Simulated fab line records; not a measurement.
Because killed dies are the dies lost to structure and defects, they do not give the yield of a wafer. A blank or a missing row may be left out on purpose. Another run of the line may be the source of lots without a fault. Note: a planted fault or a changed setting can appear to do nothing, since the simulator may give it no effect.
Comparing a struck lot with a sound one ; flow rit_cmos ; 34 out of 202 route steps
Sound: wafers L501.1, L501.5, L501.6. Struck: wafers L512.1, L512.3, L512.4. The cause comes at the end.
Each step with rows lists, per side, the tool, then ch with its chambers, then its first start. Under that, the readings that differ: sound wafers ; struck wafers ; difference of the means ; sigmas: that difference in standard deviations of wafers without a fault.
alike: readings whose means differ by less than 2 such deviations, and words and numbers that are the same on both sides. not compared: withheld readings, readings that some wafer has no value for, bounds like >300 that may hide the same value, and numbers for which the record gives no deviation and whose values overlap.
Wherever a step has rows on one side only, a row that says differs or no value, or a row with sigmas, the two part there. Numbers that have no deviation but don't overlap get no sigmas and don't part them. A reading that every wafer of one side lacks parts them only if that side has two wafers or more.

first, 2 steps without rows for these wafers: RIT_SPACER_CLEAN_02 (cleans in SC2, time 600 s); RIT_SPACER_CVD_03 (deposits Si3N4 from SiH2Cl2/NH3, target thk 250 nm, time 3300 s).
RIT_SPACER_THK_MEAS_04:
  sound on film_metro-01, day 4 05:23; struck on film_metro-01, day 5 21:34
  alike: SPACER_NITRIDE_THK
RIT_SPACER_ETCHBACK_05: etches Si3N4 in SF6/CHF3, stops on SiO2, target depth 250 nm, time 240 s.
  sound on rie_diel-02 ch 1,2, day 4 05:27; struck on rie_diel-01 ch 0,2,3, day 5 21:38
  alike: drypump_motor_current_A, oes_product_au, throttle_valve_pct
  not compared: rf_hours_counter_h
then, 6 steps without rows for these wafers: RIT_NSD_HMDS_00 (prime time 60 s); RIT_NSD_COAT_01 (resist thk 1000 nm); RIT_NSD_SOFTBAKE_02 (time 60 s); RIT_NSD_EXPOSE_03 (exposes mask M9, target cd 40700 nm); RIT_NSD_PEB_04; RIT_NSD_DEVELOP_05 (develop time 50 s).
RIT_NSD_OVL_MEAS_06:
  sound on overlay-02, day 4 06:33; struck on overlay-01, day 5 22:40
  alike: NSD_OVL
then, 1 step without rows for these wafers: RIT_NSD_HARDBAKE_07 (time 60 s).
RIT_NSD_IMPLANT_08:
  sound on implanter-03 ch 0, day 4 06:48; struck on implanter-02 ch 0, day 5 22:51
reading;sound;struck;difference;sigmas
dose_ions_cm2;1.0002e+15 1.001e+15 1.001e+15;4.33e+14 4.318e+14 4.333e+14;-5.68e+14;-99 or more
end_station_pressure_torr (Torr);7.5e-06 7.9e-06 7e-06;6.3e-06 5.7e-06 5.9e-06;-1.5e-06;-4
faraday_current_uA;3183 3197 3024;1372 1368 1364;-1767;-27
RIT_NSD_STRIP_09: strips in O2, time 180 s.
  sound on plasma_asher-02 ch 0,1, day 4 06:57; struck on plasma_asher-03 ch 0,1, day 5 23:00
  alike: drypump_motor_current_A
  not compared: rf_hours_counter_h
RIT_NSD_TW_MEAS_10:
  sound on film_metro-04, day 4 07:07; struck on film_metro-03, day 5 23:10
reading;sound;struck;difference;sigmas
NSD_TW;3093 3089 3105;2555 2565 2548;-540;-45
then, 6 steps without rows for these wafers: RIT_PSD_HMDS_00 (prime time 60 s); RIT_PSD_COAT_01 (resist thk 1000 nm); RIT_PSD_SOFTBAKE_02 (time 60 s); RIT_PSD_EXPOSE_03 (exposes mask M10, target cd 40900 nm); RIT_PSD_PEB_04; RIT_PSD_DEVELOP_05 (develop time 50 s).
RIT_PSD_OVL_MEAS_06:
  sound on overlay-02, day 4 08:39; struck on overlay-01, day 6 00:09
reading;sound;struck;difference;sigmas
PSD_OVL (nm);1.0 2.7 2.0;-2.1 0.5 -1.8;-3.0;-2
then, 2 steps without rows for these wafers: RIT_PSD_HARDBAKE_07 (time 60 s); RIT_PSD_IMPLANT_08.
RIT_PSD_STRIP_09: strips in O2, time 180 s.
  sound on plasma_asher-01 ch 0,1, day 4 09:11; struck on plasma_asher-01 ch 0,1, day 6 00:29
  alike: drypump_motor_current_A
  not compared: rf_hours_counter_h
RIT_PSD_TW_MEAS_10:
  sound on film_metro-02, day 4 09:22; struck on film_metro-02, day 6 00:40
  alike: PSD_TW
then, 3 steps without rows for these wafers: RIT_SDANNEAL_CLEAN_00 (cleans in SC1, time 600 s); RIT_SDANNEAL_CLEAN_01 (cleans in dHF, time 30 s); RIT_SDANNEAL_CLEAN_02 (cleans in SC2, time 600 s).
RIT_SDANNEAL_RTA_03: time 5 s.
  sound on rtp_anneal-01 ch 0, day 4 09:47; struck on rtp_anneal-02 ch 0, day 6 01:05
  alike: ramp_down_c_per_s, ramp_up_c_per_s, wafer_temp_C_max
RIT_SDANNEAL_RS_MEAS_04: uses a four-point probe to measure.
  sound on film_metro-03, day 4 09:50; struck on film_metro-04, day 6 01:08
  alike: PSD_RS
RIT_SDANNEAL_RS_MEAS_05: uses a four-point probe to measure.
  sound on film_metro-03, day 4 09:58; struck on film_metro-04, day 6 01:16
reading;sound;struck;difference;sigmas
NSD_RS (ohm/sq);84.34 84.42 84.29;164.74 165.22 164.37;+80.43;+99 or more
RIT_SDANNEAL_RS_MEAS_06: uses a four-point probe to measure.
  sound on film_metro-03, day 4 10:05; struck on film_metro-04, day 6 01:23
  alike: PLDD_RS
RIT_M1_PROBE_99:
  sound on prober-01, day 4 17:42; struck on prober-02, day 6 08:23
reading;sound;struck;difference;sigmas
model.etest.nmos_0p3.r_on_ohm_um;2077 2063 2076;2715 2705 2695;+633;
model.etest.nmos_0p15.r_on_ohm_um;1063 1051 1075;1483 1483 1469;+415;
model.etest.contact_nplus.end_ohm_um;40.66 39.79 40.29;162.4 160.2 162.8;+121.6;
model.etest.nmos_0p15.drive_ua_um;499.8 498.1 493;390.3 392.6 393.5;-104.8;
model.etest.nmos_narrow.drive_ua_um;243.4 239.8 237.8;174.4 177.5 175.7;-64.5;
model.etest.nmos_0p3.drive_ua_um;235.6 235.8 234.2;176.7 175.8 175.9;-59.1;
model.etest.nmos_turned.drive_ua_um;362.3 359.6 361.3;276.1 283.7 278.5;-81.6;
model.etest.ring.delay_ps;25.91 25.85 26.53;28.8 28.63 28.33;+2.5;
  alike: killed_at_contacts, killed_at_front_end, killed_dies, killed_open, killed_short

WHERE THEY PART
At RIT_NSD_IMPLANT_08 first; at RIT_SDANNEAL_RS_MEAS_05 last (within this record only). Later steps at which nothing parts them and some readings are alike: RIT_SDANNEAL_RS_MEAS_06, RIT_M1_PROBE_99.

WHY: what the simulator had put in
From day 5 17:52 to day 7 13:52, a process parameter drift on implanter-02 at RIT_NSD_IMPLANT_08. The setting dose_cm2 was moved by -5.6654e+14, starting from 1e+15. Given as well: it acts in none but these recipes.
